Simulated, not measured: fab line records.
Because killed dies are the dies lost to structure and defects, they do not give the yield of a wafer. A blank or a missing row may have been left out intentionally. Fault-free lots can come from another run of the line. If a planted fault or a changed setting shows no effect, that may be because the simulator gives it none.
A lot that was struck, set against a sound lot / flow rit-cmos / 17 out of 202 route steps
Sound: wafers L500.3, L500.5, L500.6. Wafers struck: L507.2, L507.3, L507.5. The cause is named last.
Per side, at each step with rows, come the tool, then ch with its chambers, and then its first start. Under that, the readings that differ: sound wafers / struck wafers / difference of the means / sigmas: that difference in standard deviations of wafers without a fault.
alike: readings with means less than 2 such deviations apart, plus words and numbers identical on both sides. not compared: withheld readings, readings lacking a value on some wafer, bounds such as >300 that could conceal the same value, and numbers that have no deviation in the record and whose values overlap.
A row with sigmas, a row that says differs or no value, or rows on one side alone: a step with any of these is where the two part. Numbers that have no deviation but don't overlap get no sigmas and don't part them. Lack of a reading on every wafer of one side parts them only where that side has two or more wafers.

first, 1 step without rows for these wafers: RIT_PRETRO_DEVELOP_05 (develop time 68 s).
RIT_PRETRO_OVL_MEAS_06:
  sound on overlay-02, day 2 13:33; struck on overlay-01, day 3 22:38
  alike: PRETRO_OVL
then, 2 steps without rows for these wafers: RIT_PRETRO_HARDBAKE_07 (time 120 s); RIT_PRETRO_IMPLANT_08.
RIT_PRETRO_STRIP_09: strips in O2, time 180 s.
  sound on plasma-asher-04 ch 0,1, day 2 14:02; struck on plasma-asher-01 ch 0,1, day 3 23:04
  alike: drypump-motor-current-A, rf-refl-power-W
  not compared: rf-hours-counter-h
RIT_PRETRO_TW_MEAS_10:
  sound on film-metro-03, day 2 14:10; struck on film-metro-01, day 3 23:16
  alike: PRETRO_TW
then, 5 steps without rows for these wafers: RIT_GATE_WET_ETCH_00 (etches SiO2 in BOE, target depth 56 nm, time 60 s); RIT_GATE_CLEAN_01 (cleans in SC1, time 600 s); RIT_GATE_CLEAN_02 (cleans in dHF, time 30 s); RIT_GATE_CLEAN_03 (cleans in SC2, time 600 s); RIT_GATE_CLEAN_04 (cleans in dHF, time 60 s).
RIT_FOX2_THK_MEAS_91:
  sound on film-metro-03, day 2 14:41; struck on film-metro-04, day 3 23:45
  alike: FIELD_OXIDE_LEFT_2_THK
RIT_GATE_OXIDATION_05: target thk 3 nm, ox time 270 s.
  sound on furnace-03 ch 0, day 2 14:43; struck on furnace-02 ch 0, day 3 23:48
reading=ox-time-s (s); sound=270 270 270; struck=237.6 237.6 237.6; difference=-32.4; sigmas=
reading=model.SiO2_of_GATE_OXIDATION_05.thk-nm (nm); sound=2.934 2.911 2.892; struck=2.74 2.734 2.716; difference=-0.18; sigmas=
then, 1 step without rows for these wafers: RIT_GATE_ANNEAL_06 (time 600 s).
RIT_GATE_THK_MEAS_07:
  sound on film-metro-03, day 2 16:04; struck on film-metro-01, day 4 02:27
reading=GATE_OXIDE_THK (nm); sound=2.93 2.93 2.87; struck=2.74 2.83 2.73; difference=-0.14; sigmas=-2
then, 1 step without rows for these wafers: RIT_GATE_CVD_08 (deposits poly-Si from SiH4, target thk 250 nm, time 2220 s).
RIT_M1_PROBE_99:
  sound on prober-02, day 3 16:28; struck on prober-01, day 5 01:16
reading=model.etest.pmos_0p15.r-on-ohm-um; sound=2675 2624 2665; struck=2746 2754 2735; difference=+90; sigmas=
reading=model.etest.nmos_0p3.r-on-ohm-um; sound=2149 2124 2145; struck=2014 2009 2006; difference=-130; sigmas=
reading=model.etest.nmos_0p15.drive-ua-um; sound=466.3 466.8 461.9; struck=507.4 505.3 511.2; difference=+43.0; sigmas=
reading=model.etest.nmos_0p15.r-on-ohm-um; sound=1140 1126 1147; struck=1086 1091 1073; difference=-54; sigmas=
reading=model.etest.nmos-narrow.drive-ua-um; sound=225.1 223 226.2; struck=255.9 258.7 256.6; difference=+32.3; sigmas=
reading=model.etest.nmos_0p3.drive-ua-um; sound=226.9 228.9 229.9; struck=254.6 253.7 257.6; difference=+26.7; sigmas=
  alike: killed-at-contacts, killed-at-front-end, killed-dies, killed-open, killed-short
  not compared: model.etest.pmos_0p3.r-on-ohm-um, model.etest.pmos_0p15.drive-ua-um

WHERE THEY PART
Only at RIT_GATE_THK_MEAS_07, within this record. Later steps at which nothing parts them and some readings are alike: RIT_M1_PROBE_99.

WHY: whatever the simulator had introduced
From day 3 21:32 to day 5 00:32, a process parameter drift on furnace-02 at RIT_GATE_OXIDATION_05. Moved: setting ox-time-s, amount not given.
